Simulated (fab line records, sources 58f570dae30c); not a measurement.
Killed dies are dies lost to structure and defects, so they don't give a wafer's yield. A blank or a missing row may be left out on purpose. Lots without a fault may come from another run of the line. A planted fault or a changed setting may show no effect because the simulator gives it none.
Chamber matching | flow berkeley_cmos170 | UCB170_GATE_ETCH_15 on rie_si-01: 3 sister chambers
The step etches poly-Si in HBr/Cl2, stops on SiO2, time 56.3 s, target depth 278.2 nm. 14 wafers are shown with their chamber, then 6 later ones without.

WAFERS WITH THEIR CHAMBER
wafer  | chamber | drypump_motor_current_A (A) | oes_product_au (a.u.) | chamber_pressure_mTorr (mTorr)
L648.2 | 0       | 5.7                         | 0.807                 | 15.002
L648.4 | 2       | 5.7                         | 0.810                 | 14.982
L648.5 | 2       | 5.7                         | 0.818                 | 14.982
L651.1 | 0       | 5.7                         | 0.811                 | 14.981
L651.3 | 2       | 5.8                         | 0.815                 | 14.995
L651.4 | 3       | 6.5                         | 0.834                 | 15.020
L649.1 | 2       | 5.7                         | 0.807                 | 15.017
L649.4 | 0       | 5.7                         | 0.815                 | 14.981
L649.6 | 0       | 5.7                         | 0.813                 | 15.011
L654.2 | 3       | 6.6                         | 0.827                 | 15.001
L654.4 | 2       | 5.7                         | 0.808                 | 15.021
L654.5 | 0       | 5.7                         | 0.821                 | 15.024
L658.4 | 2       | 5.7                         | 0.801                 | 15.005
L658.5 | 0       | 5.7                         | 0.808                 | 15.014

SIGNATURES (means of the wafers above)
reading                 | chamber 0 | chamber 2 | chamber 3 | scatter within a chamber
drypump_motor_current_A | 5.700     | 5.717     | 6.550     | 0.0348
oes_product_au          | 0.81250   | 0.80983   | 0.83050   | 0.00555
chamber_pressure_mTorr  | 15.00217  | 15.00033  | 15.01050  | 0.0171
Rule: a wafer's distance from a chamber is the root of the sum, over the readings, of the square of ((its reading less the chamber's mean) divided by the reading's scatter). The wafer belongs to the nearest chamber; if the next one is less than 2 further off, it can't be placed. The scatter: the root of (the sum of the squares of (reading less its chamber's mean) over the shown wafers, divided by (wafers less chambers)).

WAFERS WITHOUT THEIR CHAMBER
wafer  | drypump_motor_current_A (A) | oes_product_au (a.u.) | chamber_pressure_mTorr (mTorr)
L655.2 | 6.5                         | 0.828                 | 15.005
L655.5 | 6.5                         | 0.837                 | 14.982
L655.6 | 5.7                         | 0.805                 | 15.007
L669.1 | 5.7                         | 0.804                 | 14.994
L669.2 | 5.7                         | 0.804                 | 15.000
L669.5 | 5.7                         | 0.794                 | 14.980

WHICH CHAMBER EACH WENT THROUGH
wafer  | from the rows above     | in truth
L655.2 | 3                       | 3
L655.5 | 3                       | 3
L655.6 | can't be placed: 2 or 0 | 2
L669.1 | can't be placed: 2 or 0 | 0
L669.2 | can't be placed: 2 or 0 | 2
L669.5 | can't be placed: 2 or 0 | 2
Placed correctly: 2 of 6. Can't be placed from these rows: 4 (the true chamber is among the candidates in 4). Placed wrongly: 0.
